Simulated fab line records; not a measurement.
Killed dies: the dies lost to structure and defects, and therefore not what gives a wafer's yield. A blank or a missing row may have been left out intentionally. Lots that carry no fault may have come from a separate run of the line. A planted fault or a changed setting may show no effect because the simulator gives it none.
Which tool is to blame? + flow berkeley cmos170 + 7 lots (21 wafers sampled), 1 step of a 331-step route

== WHAT THE GAUGES SHOWED, per wafer ==
UCB170_START_THK_MEAS_03.
| lot  | measured    | on            | START_OXIDE_THK (nm) |
|------|-------------|---------------|----------------------|
| L519 | day 2 02:03 | film metro-03 | 19.8 20.0 19.5       |
| L522 | day 2 16:23 | film metro-03 | 20.9 20.7 20.5       |
| L526 | day 3 15:11 | film metro-02 | 20.6 20.5 20.6       |
| L533 | day 4 19:50 | film metro-01 | 19.9 20.1 19.8       |
| L536 | day 5 14:17 | film metro-03 | 19.0 18.8 19.0       |
| L538 | day 5 21:35 | film metro-03 | 19.9 20.1 19.9       |
| L539 | day 6 09:26 | film metro-01 | 19.9 20.0 19.6       |

== WHICH TOOL RAN EACH LOT (tool, then ch and the chambers of the sampled wafers, then the start) ==
Record: no process step prior to these readings.

== THE ANSWER, worked out from the rows above alone ==
Rule: what is usual is taken from the lots themselves. The widest of any qualifying gaps counts: lots, ordered by their means at a reading, are off when they make up no more than a third of the lots, leave a main group of 4 or more, and stand apart from it by 3 or more times the standard deviation of that group's means. The tables above print the reading to a certain number of digits; a main group whose means all agree to those digits is not used. A lot without any number at a reading at which 4 lots or more have one is off too. All remaining lots with rows at the step are treated as sound.
Across all readings shown, no lot is off: no conclusion can be drawn from this.

== WHAT THE SIMULATOR PUT IN ==
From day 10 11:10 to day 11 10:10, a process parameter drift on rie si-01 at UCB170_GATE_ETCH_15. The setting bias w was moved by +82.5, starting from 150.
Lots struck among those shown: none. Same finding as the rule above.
